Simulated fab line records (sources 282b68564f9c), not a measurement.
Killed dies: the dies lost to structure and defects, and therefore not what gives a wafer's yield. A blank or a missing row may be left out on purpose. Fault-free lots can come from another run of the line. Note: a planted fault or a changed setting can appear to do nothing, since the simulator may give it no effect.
Split-lot study ; flow rit cmos ; 5 lots, 23 wafers read, on a route of 202 steps

ON THE SPLIT
At RIT_REOX_OXIDATION_03 (target thk 25.2 nm, ox time 5580 s), the setting ox time s was moved away from the recipe's 5580 s on 20 of the 23 wafers read, by -9.1% to +12.8%. For the rest of the wafers, this setting stayed at what the recipe calls for.

Between the split and the reading, the file records no step.

THE READING
REOX_OXIDE_THK in nanometres, read at RIT_REOX_THK_MEAS_04. On this fab line, fault-free wafers typically give 25.2 nm with a standard deviation of 0.38 nm.

wafer;tool, chamber at the split;ox time s as run, s;against the recipe;REOX_OXIDE_THK, nm;against lot-mates on the recipe
L075.2;-, -;6292;+12.8%;27.0;no lot-mate on the recipe
L075.3;-, -;6292;+12.8%;27.4;no lot-mate on the recipe
L075.4;-, -;6292;+12.8%;27.2;no lot-mate on the recipe
L075.5;-, -;6292;+12.8%;27.5;no lot-mate on the recipe
L075.6;-, -;6292;+12.8%;27.2;no lot-mate on the recipe
L077.2;-, -;5967;+6.9%;26.3;no lot-mate on the recipe
L077.3;-, -;5967;+6.9%;25.9;no lot-mate on the recipe
L077.4;-, -;5967;+6.9%;26.3;no lot-mate on the recipe
L077.5;-, -;5967;+6.9%;26.5;no lot-mate on the recipe
L077.6;-, -;5967;+6.9%;26.2;no lot-mate on the recipe
L078.3;furnace-04, 0;5580;recipe;25.0;-
L078.5;furnace-04, 0;5580;recipe;25.2;-
L078.6;furnace-04, 0;5580;recipe;25.2;-
L080.2;-, -;5073;-9.1%;24.0;no lot-mate on the recipe
L080.3;-, -;5073;-9.1%;24.1;no lot-mate on the recipe
L080.4;-, -;5073;-9.1%;23.7;no lot-mate on the recipe
L080.5;-, -;5073;-9.1%;24.0;no lot-mate on the recipe
L080.6;-, -;5073;-9.1%;23.8;no lot-mate on the recipe
L084.1;-, -;6171;+10.6%;26.4;no lot-mate on the recipe
L084.2;-, -;6171;+10.6%;26.2;no lot-mate on the recipe
L084.3;-, -;6171;+10.6%;26.3;no lot-mate on the recipe
L084.4;-, -;6171;+10.6%;25.8;no lot-mate on the recipe
L084.5;-, -;6171;+10.6%;26.4;no lot-mate on the recipe

THE FIT
A straight line over all 23 wafers: REOX_OXIDE_THK changes by +0.14 nm for each +1% of ox time s; r = +0.97; the points scatter about the line by 0.32 nm.
Too few moved wafers with a lot-mate on the recipe to fit a line net of each lot's own level.

THE WHOLE CHAIN: every reading that the file lists as answering this split, in the file's order
step;what it does;reading;change (the file's fit);r (the file's)
RIT_REOX_OXIDATION_03;target thk 25.2 nm, ox time 5580 s;SiO2_of_REOX_OXIDATION_03.thk nm (the simulator's own value, which no gauge read);+0.137 nm for each +1% of the setting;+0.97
RIT_REOX_THK_MEAS_04;;REOX_OXIDE_THK;+0.139 for each +1% of the setting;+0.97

FILE'S OWN FIT
REOX_OXIDE_THK changes by +0.139 nm for each +1% of ox time s, r = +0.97.
